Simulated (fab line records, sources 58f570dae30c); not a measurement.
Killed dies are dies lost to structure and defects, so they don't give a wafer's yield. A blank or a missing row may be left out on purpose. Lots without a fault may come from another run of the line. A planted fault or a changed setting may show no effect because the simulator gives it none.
Problem report in the 8D (eight disciplines) form, filled by code | flow berkeley_cmos170 | the parts of the form that need people (team, actions taken, sign-off) are left out

1. THE PROBLEM
cd_nm at UCB170_NSD_CD_MEAS_06 reads a mean of 1130.1 nm on 12 wafers of 4 lots; wafers without a fault read 1200.0 nm with a standard deviation of 1.5. That is -47 standard deviations from the usual mean.
The step: target cd 1200 nm.
First seen on wafer L869.2, day 8 06:47, on cd_sem-02. The record holds 48 wafers of 16 lots with a number at this step. Rule for "out", or "out of limits": more than 4 standard deviations from the usual mean. The other wafers with a number count as sound.

2. WHAT IT IS AND WHAT IT IS NOT
question                    | is                     | is not
which readings at this step | cd_nm                  | -
which lots                  | L869, L872, L873, L874 | L870, L871, L875, L876, L882, L885, L886, L887, L888, L889, L890, L891
which wafers of those lots  | all that have a number | -
read on which gauges        | cd_sem-01, cd_sem-02   | -
when                        | from day 8 06:47       | up to then (6 sound wafers); but 30 sound wafers of L875, L876, L882, L885, L886, L887, L888, L889, L890, L891 came after

3. SUSPECTS, AND WHAT RULES EACH OUT
Counting: a tool at a process step up to the reading stays a suspect if it ran every lot that is out and no sound lot after the first of them.
- the gauge at UCB170_NSD_CD_MEAS_06: ruled out. The wafers that are out were read on 2 gauges (cd_sem-01, cd_sem-02).
- litho_track-03 at UCB170_NSD_PEB_04: ruled out as a lasting fault. Sound lots L891 ran on it after its first lot that is out, L869 (day 8 06:31).
Left after counting: nothing in the record.

4. THE CAUSE (what the simulator had put in)
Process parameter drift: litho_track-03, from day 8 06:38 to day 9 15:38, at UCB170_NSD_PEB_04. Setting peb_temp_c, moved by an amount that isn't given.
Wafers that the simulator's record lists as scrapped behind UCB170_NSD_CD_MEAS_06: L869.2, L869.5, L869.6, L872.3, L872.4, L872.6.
Counting ruled it out, wrongly: the rule takes a fault to strike every lot that its tool runs from its start on, and this one did not.

5. THE CHAIN OF EFFECTS, in route order
Each row: a reading whose mean over the struck wafers that have a number lies more than 3 standard deviations from the usual. Only readings for which the record gives a usual standard deviation are gone through. hours: the time from each lot's start at the first step in this table that gives one to its start at this step, as a median over the lots. sigmas: the change in usual standard deviations.
hours | step                  | reading              | usual     | on struck wafers | change | sigmas
0     | UCB170_NSD_PEB_04     | heater_power_total_W | 56.80 W   | 52.13            | -4.67  | -99 or more
0     | UCB170_NSD_PEB_04     | plate_temp_C         | 130.01 C  | 121.78           | -8.22  | -69
0     | UCB170_NSD_CD_MEAS_06 | cd_nm                | 1200.0 nm | 1130.1           | -69.9  | -47
The process steps in it:
- UCB170_NSD_PEB_04

6. WHAT WOULD HAVE CAUGHT IT SOONER
In this record the first reading out of limits at a measuring or inspecting step was taken at day 8 06:47, 0 hours after the fault began at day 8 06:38.
The tool's own readings at UCB170_NSD_PEB_04 were out on every struck wafer that the step has a row for (heater_power_total_W, plate_temp_C): an alarm limit on them would have fired on the first of those.
